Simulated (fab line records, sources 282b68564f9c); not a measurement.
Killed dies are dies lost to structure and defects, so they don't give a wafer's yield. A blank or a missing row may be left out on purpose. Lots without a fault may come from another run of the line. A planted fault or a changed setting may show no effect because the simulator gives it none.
Which tool did it? | flow rit_cmos | 14 lots, 42 wafers sampled, at 3 steps of a route of 202

WHAT THE GAUGES READ, wafer by wafer
RIT_SDANNEAL_RS_MEAS_06: measures by four-point-probe.
lot  | measured    | on            | PLDD_RS (ohm/sq)
L716 | day 3 16:22 | film_metro-03 | 178.3 178.2 178.3
L717 | day 3 19:53 | film_metro-02 | 178.1 178.7 178.4
L718 | day 3 23:44 | film_metro-02 | 178.8 178.3 178.5
L719 | day 4 07:35 | film_metro-01 | 179.0 178.6 178.9
L720 | day 4 12:19 | film_metro-01 | 178.7 178.1 178.6
L722 | day 4 19:23 | film_metro-02 | 178.3 178.8 178.9
L723 | day 5 00:22 | film_metro-02 | 178.5 178.3 178.6
L724 | day 5 04:51 | film_metro-03 | 178.0 178.5 178.4
L725 | day 5 09:29 | film_metro-02 | 179.0 178.5 178.4
L726 | day 5 14:34 | film_metro-02 | 178.7 178.5 179.2
L729 | day 6 06:17 | film_metro-01 | 178.6 178.3 178.0
L730 | day 6 11:46 | film_metro-02 | 180.1 180.5 180.4 180.1 181.0 180.1
L731 | day 6 15:08 | film_metro-03 | 180.8 181.8 181.5 181.1 182.0 181.5
L737 | day 7 21:44 | film_metro-03 | 178.7 178.7 178.3

RIT_SDANNEAL_RS_MEAS_07: measures by four-point-probe.
lot  | measured    | on            | NLDD_RS (ohm/sq)
L716 | day 3 16:29 | film_metro-03 | 152.2 151.4 151.6
L717 | day 3 20:01 | film_metro-02 | 152.0 151.2 151.7
L718 | day 3 23:52 | film_metro-02 | 151.1 150.8 151.0
L719 | day 4 07:43 | film_metro-01 | 151.4 151.6 151.3
L720 | day 4 12:26 | film_metro-01 | 151.6 151.8 152.0
L722 | day 4 19:30 | film_metro-02 | 152.5 151.5 152.4
L723 | day 5 00:29 | film_metro-02 | 151.6 152.1 151.3
L724 | day 5 04:58 | film_metro-03 | 151.4 151.0 151.0
L725 | day 5 09:36 | film_metro-02 | 152.1 151.3 152.1
L726 | day 5 14:41 | film_metro-02 | 151.8 151.8 151.3
L729 | day 6 06:24 | film_metro-01 | 151.4 151.4 151.4
L730 | day 6 13:13 | film_metro-02 | 151.5 151.4 152.2
L731 | day 6 18:37 | film_metro-03 | 151.5 151.7 151.2
L737 | day 7 21:52 | film_metro-03 | 151.3 151.4 151.6

WHICH TOOL RAN EACH LOT (tool, then ch and the chambers of the sampled wafers, then the start)
lot  | RIT_PLDD_IMPLANT_08
L716 | implanter-02 ch 0, day 3 09:30
L717 | implanter-01 ch 0, day 3 13:17
L718 | implanter-03 ch 0, day 3 16:13
L719 | implanter-02 ch 0, day 4 00:04
L720 | implanter-03 ch 0, day 4 05:41
L722 | implanter-02 ch 0, day 4 12:24
L723 | implanter-03 ch 0, day 4 17:28
L724 | implanter-03 ch 0, day 4 22:21
L725 | implanter-03 ch 0, day 5 02:52
L726 | implanter-01 ch 0, day 5 07:50
L729 | implanter-01 ch 0, day 5 22:01
L730 | implanter-03 ch 0, day 6 04:16
L731 | implanter-03 ch 0, day 6 08:10
L737 | implanter-01 ch 0, day 7 14:54
- RIT_PLDD_IMPLANT_08

WHAT THE TOOLS THEMSELVES READ (means of the sampled wafers that have a number; where no wafer has one, the mark that the record gives instead)
RIT_PLDD_IMPLANT_08.
lot  | tool         | beam_energy_keV
L716 | implanter-02 | 20.003
L717 | implanter-01 | 20.000
L718 | implanter-03 | 20.000
L719 | implanter-02 | 19.999
L720 | implanter-03 | 20.005
L722 | implanter-02 | 19.999
L723 | implanter-03 | 19.998
L724 | implanter-03 | 20.000
L725 | implanter-03 | 19.998
L726 | implanter-01 | 20.002
L729 | implanter-01 | 19.995
L730 | implanter-03 | 19.302
L731 | implanter-03 | 19.305
L737 | implanter-01 | 19.997

THE ANSWER, worked out from the rows above alone
Rule: what is usual is taken from the lots themselves. Put in order of their means at a reading, lots are off if they are a third of the lots or fewer, leave a main group of 4 or more, and stand apart from it by a gap of 3 or more times the standard deviation of the main group's means; of several such gaps the widest counts. A main group whose means are all the same, to the digits that the tables above print for the reading, isn't used. A lot without any number at a reading at which 4 lots or more have one is off too. The other lots that the step has rows for count as sound. The gauges are gone through in route order, then the tools' own readings, and for those a lot's mean is taken as printed above. The first step at which some lot is off is used, and at that step the reading that is off furthest; a lot without a number counts as furthest.
Off: L730, L731, at RIT_SDANNEAL_RS_MEAS_06 (PLDD_RS). The main group: mean 178.5 ohm/sq, standard deviation 0.18.
A tool fits if, at a process step before that reading, it ran every lot that is off, and no sound lot after the first of them. The gauges at RIT_SDANNEAL_RS_MEAS_06 aren't tried: what is off there is off at RIT_PLDD_IMPLANT_08 too, on other tools, and a gauge's error can't cause that. One fits: implanter-03 at RIT_PLDD_IMPLANT_08. Its last sound lot is L725 (day 5 02:52), its first lot that is off L730 (day 6 04:16): a fault that began between those two fits.
The tool's own readings at RIT_PLDD_IMPLANT_08 bear it out: on the lots that are off they differ by more than 5 times the standard deviation of the sound lots' means. beam_energy_keV reads 19.303 there against 20.000 on the sound lots.

WHAT THE SIMULATOR HAD PUT IN
Process parameter drift: implanter-03, from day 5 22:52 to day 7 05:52, at RIT_PLDD_IMPLANT_08. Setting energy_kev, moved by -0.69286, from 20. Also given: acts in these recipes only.
Lots struck among those shown: L730, L731. The rule above found the same.
